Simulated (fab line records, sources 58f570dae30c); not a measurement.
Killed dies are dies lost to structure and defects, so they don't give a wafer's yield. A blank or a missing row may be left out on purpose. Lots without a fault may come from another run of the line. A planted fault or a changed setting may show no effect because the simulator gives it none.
Which tool did it? | flow berkeley_cmos170 | 7 lots, 21 wafers sampled, at 1 step of a route of 331

WHAT THE GAUGES READ, wafer by wafer
UCB170_NWELL_OVL_MEAS_12.
lot  | measured    | on         | NWELL_OVL (nm)
L240 | day 2 16:44 | overlay-01 | -5 3 4
L241 | day 2 23:47 | overlay-01 | 0 2 -1
L243 | day 3 09:15 | overlay-02 | -1 1 -3
L246 | day 4 02:33 | overlay-01 | 0 -2 -4
L249 | day 4 22:49 | overlay-02 | -4 -1 -3
L256 | day 6 07:50 | overlay-02 | 4 0 5
L260 | day 7 03:45 | overlay-01 | -2 7 -2

WHICH TOOL RAN EACH LOT (tool, then ch and the chambers of the sampled wafers, then the start)
The record holds no process step before these readings.

THE ANSWER, worked out from the rows above alone
Rule: what is usual is taken from the lots themselves. Put in order of their means at a reading, lots are off if they are a third of the lots or fewer, leave a main group of 4 or more, and stand apart from it by a gap of 3 or more times the standard deviation of the main group's means; of several such gaps the widest counts. A main group whose means are all the same, to the digits that the tables above print for the reading, isn't used. A lot without any number at a reading at which 4 lots or more have one is off too. The other lots that the step has rows for count as sound.
No lot is off at any reading shown: from this, nothing can be told.

WHAT THE SIMULATOR HAD PUT IN
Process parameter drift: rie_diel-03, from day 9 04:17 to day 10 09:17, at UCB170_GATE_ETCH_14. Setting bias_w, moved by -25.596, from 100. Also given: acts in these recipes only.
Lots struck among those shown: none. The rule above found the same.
